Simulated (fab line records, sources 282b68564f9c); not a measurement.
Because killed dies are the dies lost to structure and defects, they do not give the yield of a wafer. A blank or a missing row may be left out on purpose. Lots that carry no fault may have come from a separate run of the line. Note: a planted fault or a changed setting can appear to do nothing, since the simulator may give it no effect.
A struck lot beside a sound one ; flow rit_cmos ; 44 out of 202 route steps
Sound: the wafers L166.2, L166.4, L166.5. The struck wafers were L173.2, L173.3, L173.5. The cause is given at the end.
For every step that has rows: the tool of each side, followed by ch and its chambers, followed by its first start. Under that, the readings that differ: sound wafers ; struck wafers ; difference of the means ; sigmas: that difference in standard deviations of wafers without a fault.
alike: same words and numbers on both sides, and readings whose means sit less than 2 such deviations apart. not compared: any withheld reading, any reading some wafer has no value for, any bound like >300 that may hide the same value, and any number with overlapping values for which the record gives no deviation.
The two part at a step that has a row with sigmas, a row that says differs or no value, or rows on one side only. Non-overlapping numbers with no deviation appear without sigmas and do not part them. Lack of a reading on every wafer of one side parts them only where that side has two or more wafers.

RIT_FOX2_THK_MEAS_01:
  sound on film_metro-01, day 2 21:58; struck on film_metro-02, day 4 05:13
reading;sound;struck;difference;sigmas
FOX2_OXIDE_THK (nm);326 330 326;348 355 350;+24;+3
then, 2 steps without rows for these wafers: RIT_FOX2_CLEAN_02 (cleans in dHF, time 180 s); RIT_FOX2_WET_ETCH_03 (etches Si3N4 in H3PO4, target depth 195 nm, time 2700 s).
RIT_FOX2_THK_MEAS_90:
  sound on film_metro-01, day 2 22:51; struck on film_metro-01, day 4 06:51
reading;sound;struck;difference;sigmas
FIELD_OXIDE_LEFT_1_THK (nm);299 302 299;321 328 322;+24;+3
then, 6 steps without rows for these wafers: RIT_NWELL_HMDS_00 (prime time 60 s); RIT_NWELL_COAT_01 (resist thk 1300 nm); RIT_NWELL_SOFTBAKE_02 (time 60 s); RIT_NWELL_EXPOSE_03 (exposes mask M2, target cd 43900 nm); RIT_NWELL_PEB_04; RIT_NWELL_DEVELOP_05 (develop time 68 s).
RIT_NWELL_OVL_MEAS_06:
  sound on overlay-01, day 2 23:55; struck on overlay-02, day 4 07:55
  alike: NWELL_OVL
then, 1 step without rows for these wafers: RIT_NWELL_HARDBAKE_07 (time 120 s).
RIT_NWELL_IMPLANT_08:
  sound on implanter-04 ch 0, day 3 00:13; struck on implanter-02 ch 0, day 4 08:13
reading;sound;struck;difference;sigmas
beam_energy_keV;170.04 170.05 170.01;152.96 153.02 152.98;-17.05;-99 or more
model.implant.rp_nm (nm);216.2 216.2 216.2;191 191 191;-25;
model.implant.drp_nm (nm);68.82 68.82 68.82;63.67 63.67 63.67;-5.15;
  alike: tilt_deg
RIT_NWELL_STRIP_09: strips in O2, time 180 s.
  sound on plasma_asher-01 ch 0,1, day 3 00:20; struck on plasma_asher-04 ch 0,1, day 4 08:20
  alike: drypump_motor_current_A
  not compared: rf_hours_counter_h
RIT_NWELL_TW_MEAS_10:
  sound on film_metro-04, day 3 00:31; struck on film_metro-02, day 4 08:31
reading;sound;struck;difference;sigmas
NWELL_TW;2170 2161 2163;2130 2128 2111;-42;-4
then, 6 steps without rows for these wafers: RIT_PWELL_HMDS_00 (prime time 60 s); RIT_PWELL_COAT_01 (resist thk 1300 nm); RIT_PWELL_SOFTBAKE_02 (time 60 s); RIT_PWELL_EXPOSE_03 (exposes mask M3, target cd 43700 nm); RIT_PWELL_PEB_04; RIT_PWELL_DEVELOP_05 (develop time 68 s).
RIT_PWELL_OVL_MEAS_06:
  sound on overlay-02, day 3 01:35; struck on overlay-01, day 4 09:31
  alike: PWELL_OVL
then, 2 steps without rows for these wafers: RIT_PWELL_HARDBAKE_07 (time 120 s); RIT_PWELL_IMPLANT_08.
RIT_PWELL_STRIP_09: strips in O2, time 180 s.
  sound on plasma_asher-01 ch 0,1, day 3 02:01; struck on plasma_asher-02 ch 0, day 4 09:57
  alike: drypump_motor_current_A
  not compared: rf_hours_counter_h
RIT_PWELL_TW_MEAS_10:
  sound on film_metro-02, day 3 02:12; struck on film_metro-04, day 4 10:08
  alike: PWELL_TW
then, 1 step without rows for these wafers: RIT_WELLDRIVE_ANNEAL_00 (time 14700 s).
RIT_WELLDRIVE_RS_MEAS_01: a four-point-probe measurement.
  sound on film_metro-02, day 3 08:37; struck on film_metro-04, day 4 15:17
  alike: NWELL_RS
RIT_WELLDRIVE_RS_MEAS_02: a four-point-probe measurement.
  sound on film_metro-02, day 3 08:44; struck on film_metro-04, day 4 15:24
  alike: PWELL_RS
then, 6 steps without rows for these wafers: RIT_NRETRO_HMDS_00 (prime time 60 s); RIT_NRETRO_COAT_01 (resist thk 1300 nm); RIT_NRETRO_SOFTBAKE_02 (time 60 s); RIT_NRETRO_EXPOSE_03 (exposes mask M4, target cd 43900 nm); RIT_NRETRO_PEB_04; RIT_NRETRO_DEVELOP_05 (develop time 68 s).
RIT_NRETRO_OVL_MEAS_06:
  sound on overlay-01, day 3 09:51; struck on overlay-01, day 4 16:42
  alike: NRETRO_OVL
then, 2 steps without rows for these wafers: RIT_NRETRO_HARDBAKE_07 (time 120 s); RIT_NRETRO_IMPLANT_08.
RIT_NRETRO_STRIP_09: strips in O2, time 180 s.
  sound on plasma_asher-02 ch 0,1, day 3 10:17; struck on plasma_asher-03 ch 0, day 4 17:08
  alike: drypump_motor_current_A
  not compared: rf_hours_counter_h
RIT_NRETRO_TW_MEAS_10:
  sound on film_metro-01, day 3 10:28; struck on film_metro-02, day 4 17:19
  alike: NRETRO_TW
then, 2 steps without rows for these wafers: RIT_PRETRO_HMDS_00 (prime time 60 s); RIT_PRETRO_COAT_01 (resist thk 1300 nm).
RIT_M1_METAL_ETCH_12: etches Al in Cl2/BCl3, stops on SiO2, time 165 s, target depth 600 nm.
  sound on rie_metal-04 ch 0,1, day 4 16:23; struck on rie_metal-03 ch 0,1, day 5 20:17
reading;sound;struck;difference;sigmas
model.M1.cd_nm (nm);2599 2600 2604;2594 2598 2598;-4;
  alike: drypump_motor_current_A, oes_product_au, throttle_valve_pct
  not compared: rf_hours_counter_h
RIT_M1_PROBE_99:
  sound on prober-02, day 4 18:41; struck on prober-01, day 5 22:35
reading;sound;struck;difference;sigmas
model.etest.m1.width_nm (nm);2606 2606 2604;2592 2595 2600;-10;
model.etest.field_p_metal.vt_v (V);-31.62 -31.06 -31.75;-27 -26.9 -27.39;+4;
model.etest.field_p.vt_v (V);-13.03 -12.94 -13.06;-11.54 -11.75 -11.58;+1.39;
model.etest.pmos_narrow.vt_less_v (V);0.01755 0.01457 0.01717;0.02508 0.02514 0.0292;+0.01004;
  alike: killed_at_front_end, killed_dies, killed_open, killed_short

WHERE THEY PART
First at RIT_FOX2_THK_MEAS_01; last, within this record, at RIT_NWELL_TW_MEAS_10. Later steps at which nothing parts them and some readings are alike: RIT_PWELL_OVL_MEAS_06, RIT_PWELL_STRIP_09, RIT_PWELL_TW_MEAS_10, RIT_WELLDRIVE_RS_MEAS_01, RIT_WELLDRIVE_RS_MEAS_02, RIT_NRETRO_OVL_MEAS_06, RIT_NRETRO_STRIP_09, RIT_NRETRO_TW_MEAS_10, RIT_M1_METAL_ETCH_12, RIT_M1_PROBE_99.

WHY: the cause the simulator had injected
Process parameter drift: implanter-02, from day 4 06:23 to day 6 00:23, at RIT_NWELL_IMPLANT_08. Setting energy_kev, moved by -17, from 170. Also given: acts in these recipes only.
